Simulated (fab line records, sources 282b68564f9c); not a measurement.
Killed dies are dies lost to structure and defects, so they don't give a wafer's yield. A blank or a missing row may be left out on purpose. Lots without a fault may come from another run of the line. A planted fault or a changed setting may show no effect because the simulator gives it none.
fab line records | flow rit_cmos
record lots=14 wafers=42 last_day=7
route steps=202 shown PRETRO@70 NLDD@113 PSD@150 SILICIDE@162 M1@202
lots that met no fault: from a run of the same line without faults
start_h: hours from the record's first day to the start of the lot's first wafer shown | wait_h: hours since the lot's step before | " the same as in the row above | L1.1+2: a row that stands for several wafers | - no value, or no start given | * or withheld: withheld | < > ~ a bound
route shown NAME@n: a module of which the file shows steps, and the number in the route of the first | usual: mean/standard deviation of fault-free wafers | same: alike in all rows | chamber/n: place in a boat | sites: the reading at each site | _std_site: their standard deviation | _edge_site: outer sites' mean less inner sites' | radius_mm: how far each site lies from the wafer's centre | mask NAME#n: copy n | behind: the tool/chamber that last shaped the wafer | hold: why the lot was held/for how many hours/how that ended | device: the transistor (n, p or np) that didn't switch | end of line: the same wafers' tests at the end of the route | a step without rows: its recipe alone | killed: dies lost to structure and defects at the first sort, not the wafer's yield | map: a wafer's dies, x killed, . not, _ none there
set.NAME: the setting as run; set.NAME@STEP: as run at that earlier step | model.NAME: the simulator's own value behind a step, which no gauge read
steps of the route over a sample of lots; a table a step, a row a wafer
services: from which hour (start_h, from the record's first day; less than 0 if before it) a tool's chamber was out of use, for how many hours, and why
## steps
# step RIT_PRETRO_OVL_MEAS_06
# usual PRETRO_OVL=-1.2/1.5
# columns lot.wafer tool chamber start_h wait_h PRETRO_OVL[nm]
L525.1 overlay-01 - 31.85 - -1.2
L525.2 " - " " -0.4
L525.6 " - " " -1.2
L526.1 overlay-02 - 35.31 - 0.5
L526.2 " - " " -0.9
L526.4 " - " " -1.0
L527.3 overlay-02 - 41.19 - 1.8
L527.4 " - " " 0.4
L527.5 " - " " -1.0
L528.1 overlay-01 - 46.56 - -2.7
L528.3 " - " " -2.8
L528.4 " - " " -0.6
L530.2 overlay-01 - 57.66 - -1.5
L530.4 " - " " -3.3
L530.5 " - " " -3.4
L531.3 overlay-02 - 60.25 - -2.0
L531.4 " - " " 0.6
L531.5 " - " " -0.8
L533.1 overlay-02 - 76.89 - 1.7
L533.3 " - " " 0.8
L533.6 " - " " 0.6
L535.2 overlay-01 - 81.59 - 0.1
L535.4 " - " " -3.4
L535.5 " - " " -1.4
L534.1 overlay-02 - 82.13 - -2.3
L534.4 " - " " -1.1
L534.6 " - " " -1.1
L536.4 overlay-01 - 89.55 - -2.4
L536.5 " - " " 0.8
L536.6 " - " " -1.2
L537.2 overlay-01 - 91.79 - -3.3
L537.3 " - " " -0.9
L537.4 " - " " -3.4
L538.1 overlay-02 - 95.73 - -0.3
L538.5 " - " " -0.6
L538.6 " - " " -1.0
L541.1 overlay-01 - 112.24 - -3.9
L541.5 " - " " -1.4
L541.6 " - " " -5.8
L546.1 overlay-01 - 135.87 - -1.7
L546.2 " - " " -3.4
L546.5 " - " " -3.9
# step RIT_NLDD_TW_MEAS_10
# usual NLDD_TW=2486/16
# columns lot.wafer tool chamber start_h wait_h NLDD_TW
L525.1 film_metro-02 - 44.10 0.1 2498
L525.2 " - " " 2499
L525.6 " - " " 2491
L526.1 film_metro-02 - 47.40 0.1 2471
L526.2 " - " " 2490
L526.4 " - " " 2493
L527.3 film_metro-04 - 51.63 0.1 2490
L527.4 " - " " 2512
L527.5 " - " " 2492
L528.1 film_metro-04 - 58.99 0.1 2520
L528.3 " - " " 2508
L528.4 " - " " 2496
L530.2 film_metro-01 - 68.92 0.1 2475
L530.4 " - " " 2478
L530.5 " - " " 2472
L531.3 film_metro-01 - 73.90 0.1 2515
L531.4 " - " " 2498
L531.5 " - " " 2513
L533.1 film_metro-02 - 87.78 0.1 2472
L533.3 " - " " 2473
L533.6 " - " " 2465
L535.2 film_metro-04 - 92.97 0.1 2486
L535.4 " - " " 2499
L535.5 " - " " 2505
L534.1 film_metro-04 - 93.66 0.1 2502
L534.4 " - " " 2500
L534.6 " - " " 2504
L536.4 film_metro-01 - 103.44 0.1 2491
L536.5 " - " " 2474
L536.6 " - " " 2485
L537.2 film_metro-02 - 103.76 0.1 2478
L537.3 " - " " 2467
L537.4 " - " " 2457
L538.1 film_metro-02 - 108.49 0.1 2469
L538.5 " - " " 2454
L538.6 " - " " 2466
L541.1 film_metro-01 - 123.18 0.1 2471
L541.5 " - " " 2484
L541.6 " - " " 2486
L546.1 film_metro-04 - 146.99 0.1 2512
L546.2 " - " " 2509
L546.5 " - " " 2498
# step RIT_PSD_IMPLANT_08
# recipe species=BF2 energy_kev=27 dose_cm2=5e+15 tilt_deg=7
# usual dose_ions_cm2=5.001e+15/5.8e+12
# columns lot.wafer tool chamber start_h wait_h dose_ions_cm2
L525.1 implanter-02 0 50.69 0.1 5.002e+15
L525.2 " 0 " " 5.004e+15
L525.6 " 0 " " 5.005e+15
L526.1 implanter-03 0 53.83 0.1 5.015e+15
L526.2 " 0 " " 5.006e+15
L526.4 " 0 " " 4.997e+15
L527.3 implanter-02 0 58.14 0.1 5e+15
L527.4 " 0 " " 4.994e+15
L527.5 " 0 " " 5.009e+15
L528.1 implanter-04 0 65.42 0.1 5.001e+15
L528.3 " 0 " " 5.008e+15
L528.4 " 0 " " 4.996e+15
L530.2 implanter-03 0 75.74 0.1 4.999e+15
L530.4 " 0 " " 5.009e+15
L530.5 " 0 " " 5.003e+15
L531.3 implanter-03 0 80.92 0.1 4.996e+15
L531.4 " 0 " " 5.005e+15
L531.5 " 0 " " 5.009e+15
L533.1 implanter-02 0 95.17 0.1 4.994e+15
L533.3 " 0 " " 4.994e+15
L533.6 " 0 " " 4.997e+15
L535.2 implanter-04 0 103.18 0.1 4.999e+15
L535.4 " 0 " " 4.996e+15
L535.5 " 0 " " 4.993e+15
L534.1 implanter-02 0 103.23 0.1 4.995e+15
L534.4 " 0 " " 5e+15
L534.6 " 0 " " 5.002e+15
L536.4 implanter-04 0 111.04 0.1 4.996e+15
L536.5 " 0 " " 4.997e+15
L536.6 " 0 " " 5.004e+15
L537.2 implanter-02 0 111.41 0.1 5.017e+15
L537.3 " 0 " " 5.012e+15
L537.4 " 0 " " 5.014e+15
L538.1 implanter-03 0 115.15 0.1 4.998e+15
L538.5 " 0 " " 5e+15
L538.6 " 0 " " 5.008e+15
L541.1 implanter-02 0 130.41 0.1 5.436e+15
L541.5 " 0 " " 5.436e+15
L541.6 " 0 " " 5.432e+15
L546.1 implanter-02 0 153.83 0.1 5.433e+15
L546.2 " 0 " " 5.43e+15
L546.5 " 0 " " 5.431e+15
# step RIT_SILICIDE_SPUTTER_01
# recipe material=Ti target_thk_nm=30 power_w=350 chamber_pressure_pa=0.667 gas=Ar time_s=240 substrate_temp_c=25
# usual throttle_valve_pct=29.7/0.73
# columns lot.wafer tool chamber start_h wait_h throttle_valve_pct
L525.1 pvd_sputter-04 - 52.00 0.0 28.6
L525.2 " - " " 29.8
L525.6 " - " " 30.0
L526.1 pvd_sputter-01 - 55.13 0.0 30.5
L526.2 " - " " 30.8
L526.4 " - " " 29.1
L527.3 pvd_sputter-04 - 59.39 0.0 30.0
L527.4 " - " " 28.7
L527.5 " - " " 29.4
L528.1 pvd_sputter-01 - 66.73 0.0 28.8
L528.3 " - " " 29.3
L528.4 " - " " 30.3
L530.2 pvd_sputter-01 - 77.02 0.0 30.5
L530.4 " - " " 28.9
L530.5 " - " " 30.9
L531.3 pvd_sputter-04 - 82.17 0.0 29.4
L531.4 " - " " 28.8
L531.5 " - " " 29.9
L533.1 pvd_sputter-04 - 96.49 0.0 30.4
L533.3 " - " " 29.0
L533.6 " - " " 28.7
L534.1 pvd_sputter-01 - 104.54 0.0 29.0
L534.4 " - " " 28.9
L534.6 " - " " 30.2
L535.2 pvd_sputter-02 - 104.55 0.0 30.1
L535.4 " - " " 30.0
L535.5 " - " " 30.0
L536.4 pvd_sputter-01 - 112.26 0.0 29.2
L536.5 " - " " 29.0
L536.6 " - " " 29.2
L537.2 pvd_sputter-02 - 112.69 0.0 30.7
L537.3 " - " " 29.7
L537.4 " - " " 29.1
L538.1 pvd_sputter-02 - 116.46 0.0 29.9
L538.5 " - " " 30.1
L538.6 " - " " 28.6
L541.1 pvd_sputter-04 - 131.89 0.0 29.6
L541.5 " - " " 30.4
L541.6 " - " " 28.7
L546.1 pvd_sputter-02 - 155.15 0.0 28.9
L546.2 " - " " 30.5
L546.5 " - " " 28.6
# step RIT_M1_PROBE_99
# usual killed_at_contacts=0.1/0.27 killed_at_front_end=7/3 killed_dies=7.0/3 killed_open=3.5/2.1 killed_short=3.4/1.9
# same gross_dies=264 killed_at_M0_to_M3=0 killed_at_M4_up=0 killed_at_back_side=0 killed_at_other=0
# columns lot.wafer tool chamber start_h wait_h killed_at_contacts killed_at_front_end killed_dies killed_open killed_short
L525.1 prober-02 - 62.54 0.1 0 9 9 2 7
L525.2 prober-02 - 62.59 0.1 0 10 10 5 5
L525.6 prober-02 - 62.79 0.2 0 9 9 5 4
L526.1 prober-01 - 62.54 0.1 0 2 2 0 2
L526.2 prober-01 - 62.59 0.1 0 8 8 8 0
L526.4 prober-01 - 62.69 0.2 0 11 11 3 8
L527.3 prober-01 - 66.23 0.2 0 3 3 1 2
L527.4 prober-01 - 66.28 0.2 0 7 7 6 1
L527.5 prober-01 - 66.33 0.2 0 4 4 0 4
L528.1 prober-02 - 73.73 0.1 0 7 7 5 2
L528.3 prober-02 - 73.83 0.2 0 9 9 6 3
L528.4 prober-02 - 73.88 0.2 0 3 3 1 2
L530.2 prober-02 - 84.07 0.1 0 11 11 5 5
L530.4 prober-02 - 84.17 0.2 0 10 10 1 8
L530.5 prober-02 - 84.22 0.2 0 10 10 5 5
L531.3 prober-01 - 89.17 0.2 0 7 7 2 5
L531.4 prober-01 - 89.22 0.2 0 4 4 1 3
L531.5 prober-01 - 89.27 0.2 0 2 2 2 0
L533.1 prober-01 - 103.67 0.1 0 10 10 7 3
L533.3 prober-01 - 103.77 0.2 0 7 7 2 5
L533.6 prober-01 - 103.92 0.2 0 3 3 1 2
L534.1 prober-02 - 111.70 0.1 0 5 5 2 3
L534.4 prober-02 - 111.85 0.2 1 6 7 4 3
L534.6 prober-02 - 111.95 0.2 0 7 7 3 4
L535.2 prober-01 - 113.25 0.1 1 9 10 3 7
L535.4 prober-01 - 113.35 0.2 0 11 11 4 7
L535.5 prober-01 - 113.40 0.2 0 12 12 8 4
L536.4 prober-02 - 119.55 0.2 0 2 2 2 0
L536.5 prober-02 - 119.60 0.2 0 2 2 2 0
L536.6 prober-02 - 119.65 0.2 0 5 5 0 5
L537.2 prober-01 - 120.35 0.1 0 7 7 5 2
L537.3 prober-01 - 120.40 0.2 1 3 4 2 2
L537.4 prober-01 - 120.45 0.2 0 6 6 5 1
L538.1 prober-02 - 123.73 0.1 0 6 6 3 3
L538.5 prober-02 - 123.93 0.2 1 13 14 9 5
L538.6 prober-02 - 123.98 0.2 0 11 11 4 7
L541.1 prober-01 - 138.69 0.1 1 4 5 2 3
L541.5 prober-01 - 138.89 0.2 0 7 7 3 4
L541.6 prober-01 - 138.94 0.2 0 5 5 2 3
L546.1 prober-02 - 163.67 0.1 0 10 10 4 6
L546.2 prober-02 - 163.72 0.1 0 5 5 2 3
L546.5 prober-02 - 163.87 0.2 0 7 7 3 4
# killed by level:class
L525.1 GATE:geometric_particle:short=3 FOX1:geometric_particle:short=2 FOX1:geometric_particle:open=1 GATE:geometric_particle:open=1 REOX:geometric_particle:short=1 SILICIDE:geometric_particle:short=1
L526.1 GATE:geometric_particle:short=1 SILICIDE:geometric_particle:short=1
L525.2 GATE:geometric_particle:open=4 SPACER:geometric_particle:short=2 FOX1:geometric_particle:short=1 GATE:geometric_particle:short=1 REOX:geometric_particle:short=1 SILICIDE:geometric_particle:open=1
L526.2 GATE:geometric_particle:open=4 REOX:geometric_particle:open=2 FOX1:geometric_particle:open=1 SILICIDE:geometric_particle:open=1
L526.4 SILICIDE:geometric_particle:short=3 GATE:geometric_particle:open=2 GATE:geometric_particle:short=2 SPACER:geometric_particle:short=2 FOX2:geometric_particle:short=1 FOX2:geometric_particle:open=1
L525.6 FOX1:geometric_particle:short=2 REOX:geometric_particle:open=2 FOX1:geometric_particle:open=1 FOX2:geometric_particle:open=1 GATE:geometric_particle:short=1 REOX:geometric_particle:short=1 SPACER:geometric_particle:open=1
L527.3 GATE:geometric_particle:short=1 SPACER:geometric_particle:open=1 SILICIDE:geometric_particle:short=1
L527.4 SILICIDE:geometric_particle:open=3 GATE:geometric_particle:open=1 REOX:geometric_particle:open=1 REOX:geometric_particle:short=1 SPACER:geometric_particle:open=1
L527.5 GATE:geometric_particle:short=3 SILICIDE:geometric_particle:short=1
L528.1 GATE:geometric_particle:open=3 FOX2:geometric_particle:short=1 FOX2:geometric_particle:open=1 SPACER:geometric_particle:short=1 SPACER:geometric_particle:open=1
L528.3 SILICIDE:geometric_particle:open=3 FOX1:geometric_particle:open=2 GATE:geometric_particle:short=2 FOX2:geometric_particle:short=1 GATE:geometric_particle:open=1
L528.4 GATE:geometric_particle:open=1 GATE:geometric_particle:short=1 SILICIDE:geometric_particle:short=1
L530.2 GATE:geometric_particle:open=2 SPACER:geometric_particle:short=2 SPACER:geometric_particle:open=2 FOX2:geometric_particle:short=1 GATE:geometric_particle:short=1 SILICIDE:geometric_particle:short=1 SILICIDE:geometric_particle:open=1 PRETRO:coat_microbubble_printed=1
L530.4 SPACER:geometric_particle:short=3 SILICIDE:geometric_particle:short=2 FOX1:geometric_particle:short=1 GATE:geometric_particle:short=1 REOX:geometric_particle:short=1 SPACER:geometric_particle:open=1 PRETRO:coat_microbubble_printed=1
L530.5 REOX:geometric_particle:short=2 SPACER:geometric_particle:open=2 SILICIDE:geometric_particle:open=2 FOX2:geometric_particle:open=1 GATE:geometric_particle:short=1 SPACER:geometric_particle:short=1 SILICIDE:geometric_particle:short=1
L531.3 GATE:geometric_particle:short=3 SILICIDE:geometric_particle:short=2 GATE:geometric_particle:open=1 REOX:geometric_particle:open=1
L531.4 REOX:geometric_particle:short=3 GATE:geometric_particle:open=1
L531.5 SPACER:geometric_particle:open=2
L533.1 GATE:geometric_particle:open=3 SILICIDE:geometric_particle:open=3 FOX1:geometric_particle:short=1 FOX2:geometric_particle:open=1 GATE:geometric_particle:short=1 REOX:geometric_particle:short=1
L533.3 REOX:geometric_particle:short=3 FOX2:geometric_particle:short=1 GATE:geometric_particle:short=1 REOX:geometric_particle:open=1 SPACER:geometric_particle:open=1
L533.6 GATE:geometric_particle:open=1 GATE:geometric_particle:short=1 SPACER:geometric_particle:short=1
L534.1 GATE:geometric_particle:short=2 GATE:geometric_particle:open=1 SILICIDE:geometric_particle:short=1 SILICIDE:geometric_particle:open=1
L534.4 FOX1:geometric_particle:short=1 FOX1:geometric_particle:open=1 FOX2:geometric_particle:open=1 GATE:geometric_particle:short=1 REOX:geometric_particle:open=1 SILICIDE:geometric_particle:open=1 CONTACT:geometric_particle:short=1
L534.6 FOX1:geometric_particle:open=1 FOX1:geometric_particle:short=1 GATE:geometric_particle:open=1 GATE:geometric_particle:short=1 SPACER:geometric_particle:short=1 SPACER:geometric_particle:open=1 SILICIDE:geometric_particle:short=1
L535.2 SILICIDE:geometric_particle:short=3 FOX1:geometric_particle:open=1 FOX2:geometric_particle:short=1 GATE:geometric_particle:open=1 GATE:geometric_particle:short=1 REOX:geometric_particle:short=1 SPACER:geometric_particle:open=1 CONTACT:geometric_particle:short=1
L535.4 GATE:geometric_particle:open=2 GATE:geometric_particle:short=2 SPACER:geometric_particle:short=2 SILICIDE:geometric_particle:short=2 FOX1:geometric_particle:short=1 FOX2:geometric_particle:open=1 SILICIDE:geometric_particle:open=1
L535.5 SPACER:geometric_particle:open=3 SILICIDE:geometric_particle:open=3 GATE:geometric_particle:short=2 FOX1:geometric_particle:open=1 REOX:geometric_particle:open=1 REOX:geometric_particle:short=1 SPACER:geometric_particle:short=1
L536.4 FOX1:geometric_particle:open=1 REOX:geometric_particle:open=1
L536.5 GATE:geometric_particle:open=1 SILICIDE:geometric_particle:open=1
L536.6 FOX1:geometric_particle:short=1 GATE:geometric_particle:short=1 REOX:geometric_particle:short=1 SPACER:geometric_particle:short=1 SILICIDE:geometric_particle:short=1
L537.2 SPACER:geometric_particle:open=3 FOX2:geometric_particle:short=1 GATE:geometric_particle:open=1 SILICIDE:geometric_particle:open=1 SILICIDE:geometric_particle:short=1
L537.3 FOX1:geometric_particle:open=1 GATE:geometric_particle:open=1 SPACER:geometric_particle:short=1 CONTACT:geometric_particle:short=1
L537.4 FOX1:geometric_particle:open=2 GATE:geometric_particle:open=2 FOX1:geometric_particle:short=1 REOX:geometric_particle:open=1
L538.1 FOX2:geometric_particle:open=1 FOX2:geometric_particle:short=1 GATE:geometric_particle:short=1 SPACER:geometric_particle:open=1 SILICIDE:geometric_particle:short=1 SILICIDE:geometric_particle:open=1
L538.5 GATE:geometric_particle:open=4 REOX:geometric_particle:open=2 REOX:geometric_particle:short=2 SILICIDE:geometric_particle:open=2 SILICIDE:geometric_particle:short=2 GATE:geometric_particle:short=1 CONTACT:geometric_particle:open=1
L538.6 SILICIDE:geometric_particle:short=3 FOX1:geometric_particle:open=1 FOX2:geometric_particle:short=1 GATE:geometric_particle:short=1 GATE:geometric_particle:open=1 REOX:geometric_particle:short=1 SPACER:geometric_particle:open=1 SPACER:geometric_particle:short=1
L541.1 FOX1:geometric_particle:short=1 FOX2:geometric_particle:short=1 GATE:geometric_particle:short=1 GATE:geometric_particle:open=1 CONTACT:geometric_particle:open=1
L541.5 GATE:geometric_particle:short=3 GATE:geometric_particle:open=2 FOX1:geometric_particle:open=1 SILICIDE:geometric_particle:short=1
L541.6 GATE:geometric_particle:short=3 FOX1:geometric_particle:open=1 GATE:geometric_particle:open=1
L546.1 GATE:geometric_particle:short=2 FOX1:geometric_particle:open=1 FOX1:geometric_particle:short=1 FOX2:geometric_particle:short=1 FOX2:geometric_particle:open=1 GATE:geometric_particle:open=1 REOX:geometric_particle:short=1 REOX:geometric_particle:open=1
L546.2 GATE:geometric_particle:open=2 GATE:geometric_particle:short=2 SILICIDE:geometric_particle:short=1
L546.5 GATE:geometric_particle:open=3 REOX:geometric_particle:short=2 GATE:geometric_particle:short=1 SPACER:geometric_particle:short=1
## services
# columns tool chamber start_h hours kind
implanter-04 - 54.87 3.8 pm
implanter-02 - 58.44 2.9 pm
implanter-02 - 78.32 2.1 repair
implanter-03 - 84.04 0.6 repair
implanter-03 - 94.10 1.7 repair
pvd_sputter-04 - 111.11 2.1 repair
pvd_sputter-01 - 116.34 0.8 repair
implanter-04 - 121.91 3.4 repair
implanter-02 - 141.39 5.6 repair
pvd_sputter-02 - 143.79 8.6 repair
pvd_sputter-02 - 148.80 4.6 repair
## key
first_sign step=RIT_PSD_IMPLANT_08 reading=dose_ions_cm2 direction=up sigmas=75 usual=5.001e+15 struck=5.433e+15
effect none on later readings
met_at RIT_PSD_IMPLANT_08
struck_lots L541,L546
tester_left_out L541,L546
not_acting_at RIT_PRETRO_OVL_MEAS_06,RIT_NLDD_TW_MEAS_10,RIT_SILICIDE_SPUTTER_01
onset_between 111.41 130.41
fault kind=process_parameter_drift tool=implanter-02 chamber=- onset_h=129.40 steps=RIT_PSD_IMPLANT_08 channel=dose_cm2 offset=4.3269e+14 shape=step end_h=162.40 acts_in=these_recipes_only stated=5e+15
# tester_left_out: of these lots the tester's yield and bins aren't shown, on N5 and GAA mostly nor the transistor test; their killed dies are dies lost to structure and defects alone, not to doping, threshold or leakage, so they don't give the yield
